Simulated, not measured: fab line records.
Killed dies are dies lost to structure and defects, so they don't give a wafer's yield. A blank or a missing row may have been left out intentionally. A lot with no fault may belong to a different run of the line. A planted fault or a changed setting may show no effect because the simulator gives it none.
Which tool was responsible? ; flow berkeley_cmos170 ; 15 lots with 45 wafers sampled at 5 steps, on a route of 331 steps

WHAT THE GAUGES READ, wafer by wafer
UCB170_NWELL_TW_MEAS_16. Usual: NWELL_TW typically reads 1244, with standard deviation 10.
lot;measured;on;NWELL_TW;flag
L504;day 2 10:55;film_metro-04;1247 1243 1243;
L507;day 3 05:18;film_metro-03;1238 1242 1247;
L509;day 3 15:59;film_metro-03;1242 1244 1240;
L512;day 4 00:00;film_metro-04;1244 1258 1247;
L511;day 4 00:17;film_metro-01;1225 1226 1231;
L513;day 4 02:34;film_metro-01;1239 1230 1233;
L515;day 4 10:55;film_metro-04;1550 1550 1561;OFF
L514;day 4 10:52;film_metro-01;1229 1237 1231;
L516;day 4 17:28;film_metro-03;1561 1553 1559;OFF
L517;day 4 21:18;film_metro-04;1245 1245 1252;
L518;day 5 04:31;film_metro-03;1562 1558 1567;OFF
L523;day 6 04:29;film_metro-04;1258 1255 1246;
L524;day 6 11:51;film_metro-03;1244 1245 1248;
L526;day 7 01:22;film_metro-03;1247 1254 1244;
L527;day 7 05:12;film_metro-03;1248 1244 1244;

UCB170_ACTIVE_THK_MEAS_06. Usual: ACTIVE_NITRIDE_THK typically reads 219.9 nm, with standard deviation 2.3.
lot;measured;on;ACTIVE_NITRIDE_THK (nm);flag
L504;day 4 12:11;film_metro-04;220.2 221.0 219.2;
L507;day 4 23:41;film_metro-04;219.6 220.5 218.5;
L509;day 5 09:08;film_metro-03;218.3 222.3 221.6;
L512;day 5 16:14;film_metro-03;219.6 219.0 219.3;
L511;day 5 16:17;film_metro-03;213.6 215.9 215.2;
L513;day 5 16:16;film_metro-02;215.6 215.9 218.2;
L515;day 6 09:50;film_metro-03;221.8 221.4 221.4;
L514;day 6 09:49;film_metro-02;220.5 221.6 221.7;
L516;day 6 19:30;film_metro-02;218.6 217.1 216.3;
L517;day 6 19:29;film_metro-03;221.7 220.2 219.1;
L518;day 7 02:35;film_metro-04;222.0 223.5 222.3;
L523;day 7 21:55;film_metro-03;222.8 223.7 223.6;
L524;day 8 12:53;film_metro-03;220.3 221.0 221.5;
L526;day 9 03:01;film_metro-02;222.8 222.1 224.5;
L527;day 9 09:31;film_metro-03;222.9 223.3 221.6;

UCB170_PFIELD_TW_MEAS_09. Usual: PFIELD_TW typically reads 597, with standard deviation 5.3.
lot;measured;on;PFIELD_TW;flag
L504;day 4 17:04;film_metro-01;591 591 593;
L507;day 5 04:50;film_metro-03;603 603 598;
L509;day 5 13:51;film_metro-03;598 602 599;
L512;day 5 19:32;film_metro-01;591 588 588;
L511;day 5 19:55;film_metro-03;604 603 602;
L513;day 5 19:40;film_metro-01;591 587 591;
L515;day 6 13:24;film_metro-03;601 598 597;
L514;day 6 14:46;film_metro-01;593 590 591;
L516;day 6 23:01;film_metro-01;593 590 588;
L517;day 6 23:14;film_metro-03;601 599 598;
L518;day 7 07:16;film_metro-01;596 596 598;
L523;day 8 02:20;film_metro-03;597 596 595;
L524;day 8 17:19;film_metro-04;604 605 604;
L526;day 9 05:41;film_metro-04;605 604 602;
L527;day 9 13:06;film_metro-01;598 602 596;

TOOL THAT RAN EACH LOT (tool first, then ch and the chambers of the sampled wafers, then the start)
lot;UCB170_NWELL_IMPLANT_14;UCB170_NWELL_STRIP_15
L504;implanter-02 ch 0, day 2 10:40;plasma_asher-01 ch 0,1, day 2 10:49
L507;implanter-02 ch 0, day 3 05:05;plasma_asher-01 ch 0,1, day 3 05:12
L509;implanter-03 ch 0, day 3 15:44;plasma_asher-03 ch 0,1, day 3 15:53
L512;implanter-02 ch 0, day 3 23:45;plasma_asher-03 ch 0, day 3 23:54
L511;implanter-03 ch 0, day 4 00:02;plasma_asher-01 ch 0,1, day 4 00:11
L513;implanter-03 ch 0, day 4 02:22;plasma_asher-01 ch 0,1, day 4 02:29
L515;implanter-03 ch 0, day 4 10:24;plasma_asher-03 ch 0,1, day 4 10:50
L514;implanter-01 ch 0, day 4 10:38;plasma_asher-02 ch 0,1, day 4 10:45
L516;implanter-03 ch 0, day 4 16:56;plasma_asher-03 ch 0,1, day 4 17:23
L517;implanter-02 ch 0, day 4 21:03;plasma_asher-01 ch 0,1, day 4 21:12
L518;implanter-01 ch 0, day 5 03:58;plasma_asher-01 ch 0,1, day 5 04:24
L523;implanter-01 ch 0, day 6 04:14;plasma_asher-01 ch 0,1, day 6 04:23
L524;implanter-02 ch 0, day 6 11:39;plasma_asher-03 ch 0,1, day 6 11:46
L526;implanter-02 ch 0, day 7 01:07;plasma_asher-02 ch 0,1, day 7 01:16
L527;implanter-01 ch 0, day 7 04:57;plasma_asher-03 ch 0,1, day 7 05:06
- UCB170_NWELL_IMPLANT_14
- UCB170_NWELL_STRIP_15: strips in O2.

WHAT THE TOOLS THEMSELVES READ (means of the sampled wafers that have a number; where no wafer has one, the mark that the record gives instead)
UCB170_NWELL_STRIP_15. Usual: drypump_motor_current_A 5.70 A, standard deviation 0.29; oes_product_au 0.721 a.u., standard deviation 0.0046; strip_time_to_endpoint_s 18.05 s, standard deviation 0.069.
lot;tool;drypump_motor_current_A (A);oes_product_au (a.u.);strip_time_to_endpoint_s (s);flag
L504;plasma_asher-01;5.46;0.722;18.16;
L507;plasma_asher-01;5.48;0.716;18.01;
L509;plasma_asher-03;5.86;0.721;18.06;
L512;plasma_asher-03;5.68;0.721;18.02;
L511;plasma_asher-01;5.51;0.721;18.14;
L513;plasma_asher-01;5.48;0.725;18.03;
L515;plasma_asher-03;6.03;0.722;18.03;
L514;plasma_asher-02;5.57;0.719;17.94;
L516;plasma_asher-03;5.85;0.722;18.10;
L517;plasma_asher-01;5.44;0.720;18.00;
L518;plasma_asher-01;5.51;0.719;18.06;
L523;plasma_asher-01;5.45;0.721;17.95;
L524;plasma_asher-03;6.04;0.720;18.13;
L526;plasma_asher-02;5.57;0.718;18.01;
L527;plasma_asher-03;5.86;0.722;18.05;

THE ANSWER, worked out from the rows above alone
Rule: a lot is off if the mean of its wafers that have a number lies more than 3 standard deviations from the usual mean. A lot without any number at a reading at which 4 lots or more have one is off too. Where the step has rows for the other lots, those lots are counted as sound. Order of review: gauges by route order, followed by the tools' own readings, for which a lot's mean as printed above is used. At the first step where some lot is off, the reading lying furthest off is the one used; lots without a number count as furthest.
Off: L515, L516, L518, seen at UCB170_NWELL_TW_MEAS_16 (NWELL_TW).
If a tool, at a process step before that reading, ran all the lots that are off and no sound lot after the first of them, it fits. Gauges at UCB170_NWELL_TW_MEAS_16: tried the same way as those tools. None of those tried fits.

WHAT THE SIMULATOR HAD PUT IN
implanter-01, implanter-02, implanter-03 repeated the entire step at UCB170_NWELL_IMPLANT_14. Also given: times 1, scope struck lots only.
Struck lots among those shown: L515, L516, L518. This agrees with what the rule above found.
